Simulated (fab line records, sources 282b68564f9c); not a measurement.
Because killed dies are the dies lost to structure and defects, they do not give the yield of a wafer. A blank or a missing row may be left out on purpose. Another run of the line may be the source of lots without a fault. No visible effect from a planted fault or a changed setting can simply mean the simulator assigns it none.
Which tool is to blame? + flow rit cmos + 21 wafers from 7 lots sampled at 2 of the route's 202 steps

WHAT THE GAUGES READ, wafer by wafer
RIT_WELLDRIVE_RS_MEAS_02: measurement is done with a four-point probe.
| lot  | measured    | on            | PWELL_RS (ohm/sq) |
|------|-------------|---------------|-------------------|
| L920 | day 2 11:14 | film metro-03 | 432.8 431.4 432.5 |
| L924 | day 3 07:17 | film metro-04 | 430.4 430.2 429.8 |
| L926 | day 3 16:36 | film metro-03 | 430.6 430.2 429.3 |
| L928 | day 4 02:28 | film metro-04 | 430.0 428.9 429.6 |
| L932 | day 5 00:15 | film metro-04 | 429.8 430.7 430.5 |
| L939 | day 6 12:32 | film metro-04 | 430.9 431.5 430.9 |
| L942 | day 7 04:01 | film metro-01 | 431.8 431.5 432.2 |

TOOL THAT RAN EACH LOT (tool first, then ch and the chambers of the sampled wafers, then the start)
| lot  | RIT_FOX1_OXIDATION_00        |
|------|------------------------------|
| L920 | furnace-01 ch 0, day 1 22:34 |
| L924 | furnace-03 ch 0, day 2 18:10 |
| L926 | furnace-03 ch 0, day 3 04:06 |
| L928 | furnace-01 ch 0, day 3 13:22 |
| L932 | furnace-04 ch 0, day 4 11:20 |
| L939 | furnace-01 ch 0, day 5 21:40 |
| L942 | furnace-04 ch 0, day 6 12:22 |
- RIT_FOX1_OXIDATION_00: target thk 350.7 nm, ox time 1130 s.

THE ANSWER, worked out from the rows above alone
Rule: the lots themselves supply what counts as usual. The widest of any qualifying gaps counts: lots, ordered by their means at a reading, are off when they make up no more than a third of the lots, leave a main group of 4 or more, and stand apart from it by 3 or more times the standard deviation of that group's means. If all means in a main group match to the digits the tables above print for the reading, that group is not used. Also off: a lot with no number at a reading for which 4 or more lots have one. All remaining lots with rows at the step are treated as sound.
Nothing can be told from this: no lot is off at any reading shown.

WHAT WAS PUT IN BY THE SIMULATOR
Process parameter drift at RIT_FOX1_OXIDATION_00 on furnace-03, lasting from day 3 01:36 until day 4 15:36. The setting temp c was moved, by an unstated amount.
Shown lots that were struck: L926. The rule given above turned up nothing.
